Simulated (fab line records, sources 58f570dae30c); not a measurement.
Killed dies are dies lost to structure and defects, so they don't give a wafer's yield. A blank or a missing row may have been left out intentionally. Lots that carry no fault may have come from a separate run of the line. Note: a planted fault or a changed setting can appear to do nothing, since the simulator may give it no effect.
Chamber matching -- flow berkeley-cmos170 -- rie-si-01 running UCB170_GATE_ETCH_15: 4 sister chambers
The step etches poly-Si in HBr/Cl2, stops on SiO2, time 56.3 s, target depth 278.2 nm. 4 wafers are shown with their chamber, then 7 later ones without.

WAFERS WITH THEIR CHAMBER
wafer,chamber,throttle-valve-pct (%)
L216.4,0,26.30
L224.3,3,26.51
L229.1,1,27.02
L229.2,2,26.70

WAFERS MISSING THEIR CHAMBER
wafer,throttle-valve-pct (%)
L229.3,26.51
L228.2,26.52
L228.4,27.02
L228.5,27.01
L232.3,26.52
L232.5,27.01
L232.6,26.70

WHICH CHAMBER EACH WENT THROUGH
wafer,from the rows above,in truth
L229.3,3,3
L228.2,3,3
L228.4,1,1
L228.5,1,1
L232.3,3,3
L232.5,1,1
L232.6,2,2
Correct placement for 7 of the 7. From these rows, 0 cannot be placed. Placed wrongly: 0.
How it was worked out, from the rows above alone: a wafer's distance from a chamber is the root of the sum, over the readings, of the square of ((its reading less the chamber's mean) divided by the reading's scatter). If the next closest chamber is less than 2 further off than the closest, the wafer can't be placed; otherwise it belongs to the closest. Each chamber's mean is taken over the wafers shown for it. The scatter: with one shown wafer a chamber, the root of the mean of the squares of how far each hidden wafer lies from its nearest shown one.
